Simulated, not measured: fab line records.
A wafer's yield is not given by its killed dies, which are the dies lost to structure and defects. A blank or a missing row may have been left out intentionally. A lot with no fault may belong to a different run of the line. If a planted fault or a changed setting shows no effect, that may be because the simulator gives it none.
Struck lot and sound lot, side by side    flow rit_cmos    17 out of 202 route steps
Sound: the wafers L501.4, L501.5, L501.6. Struck: wafer L513.3. (L513.4, L513.6 of the same lot were not struck and are left out.) The cause comes at the end.
For every step that has rows: the tool of each side, followed by ch and its chambers, followed by its first start. Under that, the readings that differ: sound wafers    struck wafers    difference of the means    sigmas: that difference in standard deviations of wafers without a fault.
alike: same words and numbers on both sides, and readings whose means sit less than 2 such deviations apart. not compared: any withheld reading, any reading some wafer has no value for, any bound like >300 that may hide the same value, and any number with overlapping values for which the record gives no deviation.
A row with sigmas, a row that says differs or no value, or rows on one side alone: a step with any of these is where the two part. Numbers that have no deviation but don't overlap get no sigmas and don't part them. A reading missing from all wafers of one side parts the sides only when that side holds two or more wafers.

first, 1 step without rows for these wafers: RIT_PSD_IMPLANT_08.
RIT_PSD_STRIP_09: strips in O2, time 180 s.
  sound on plasma_asher-04 ch 0,1, day 3 23:11; struck on plasma_asher-04 ch 1, day 6 12:31
  alike: drypump_motor_current_A
  not compared: rf_hours_counter_h
RIT_PSD_TW_MEAS_10:
  sound on film_metro-04, day 3 23:20; struck on film_metro-01, day 6 12:40
reading  sound           struck  difference  sigmas
PSD_TW   3450 3459 3448  3318    -134        -3
then, 3 steps without rows for these wafers: RIT_SDANNEAL_CLEAN_00 (cleans in SC1, time 600 s); RIT_SDANNEAL_CLEAN_01 (cleans in dHF, time 30 s); RIT_SDANNEAL_CLEAN_02 (cleans in SC2, time 600 s).
RIT_SDANNEAL_RTA_03: time 5 s.
  sound on rtp_anneal-01 ch 0, day 3 23:47; struck on rtp_anneal-02 ch 0, day 6 13:16
  alike: anneal_temp_c_max, wafer_temp_C_max
RIT_SDANNEAL_RS_MEAS_04: uses a four-point probe to measure.
  sound on film_metro-04, day 3 23:53; struck on film_metro-04, day 6 13:20
  alike: PSD_RS
RIT_SDANNEAL_RS_MEAS_05: uses a four-point probe to measure.
  sound on film_metro-04, day 4 00:00; struck on film_metro-04, day 6 13:28
  alike: NSD_RS
RIT_SDANNEAL_RS_MEAS_06: uses a four-point probe to measure.
  sound on film_metro-04, day 4 00:07; struck on film_metro-04, day 6 13:35
  alike: PLDD_RS
RIT_SDANNEAL_RS_MEAS_07: uses a four-point probe to measure.
  sound on film_metro-04, day 4 00:14; struck on film_metro-04, day 6 13:42
  alike: NLDD_RS
then, 1 step without rows for these wafers: RIT_SILICIDE_WET_ETCH_00 (etches SiO2 in BOE, target depth 14 nm, time 15 s).
RIT_SILICIDE_SPUTTER_01: material Ti, target thk 30 nm, time 240 s.
  sound on pvd_sputter-01, day 4 00:19; struck on pvd_sputter-04, day 6 13:47
reading                                      sound              struck  difference  sigmas
model.Ti_of_SILICIDE_SPUTTER_01.thk_nm (nm)  30.03 29.99 30.05  17.32   -12.70      
  alike: throttle_valve_pct
RIT_SILICIDE_RS_MEAS_02: uses a four-point probe to measure.
  sound on film_metro-01, day 4 00:31; struck on film_metro-01, day 6 13:59
reading                  sound           struck  difference  sigmas
SILICIDE_TI_RS (ohm/sq)  47.8 47.9 47.8  96.4    +48.6       +70
RIT_SILICIDE_THK_MEAS_03: measures by xrf.
  sound on film_metro-01, day 4 00:37; struck on film_metro-01, day 6 14:05
reading               sound           struck  difference  sigmas
SILICIDE_TI_THK (nm)  30.3 30.2 30.3  17.3    -13.0       -35
RIT_SILICIDE_RTA_04: time 10 s, ramp up 5 s, ramp down 5 s.
  sound on rtp_anneal-02 ch 0, day 4 00:41; struck on rtp_anneal-02 ch 0, day 6 14:08
  alike: anneal_temp_c_max, wafer_temp_C_max
RIT_M1_PROBE_99:
  sound on prober-01, day 4 08:46; struck on prober-02, day 6 20:59
reading                               sound              struck  difference  sigmas
model.etest.npoly_line.line_ohm_um    162.8 164.5 172.7  239     +72         
model.etest.ppoly_line.line_ohm_um    157.7 158.4 164.5  222.5   +62.3       
model.etest.ppoly_line.width_nm (nm)  104.4 103.1 99.18  115.2   +13.0       
model.etest.npoly_line.rs_ohm_sq      17.16 16.97 16.98  27.6    +10.6       
model.etest.npoly_line.width_nm (nm)  104.2 102.7 98.48  114     +12         
model.etest.contact_pplus.end_ohm_um  42.57 42.68 43.35  33.31   -9.56       
model.etest.ppoly_line.rs_ohm_sq      16.35 16.35 16.51  26.05   +9.65       
model.etest.contact_nplus.end_ohm_um  40.57 40.27 41.06  32.38   -8.25       
  alike: killed_at_contacts, killed_at_front_end, killed_dies, killed_open, killed_short

== WHERE THEY PART ==
Last at RIT_SILICIDE_THK_MEAS_03 as far as this record goes, first at RIT_PSD_TW_MEAS_10. Later steps at which nothing parts them and some readings are alike: RIT_SILICIDE_RTA_04, RIT_M1_PROBE_99.

WHY: what the simulator had put in
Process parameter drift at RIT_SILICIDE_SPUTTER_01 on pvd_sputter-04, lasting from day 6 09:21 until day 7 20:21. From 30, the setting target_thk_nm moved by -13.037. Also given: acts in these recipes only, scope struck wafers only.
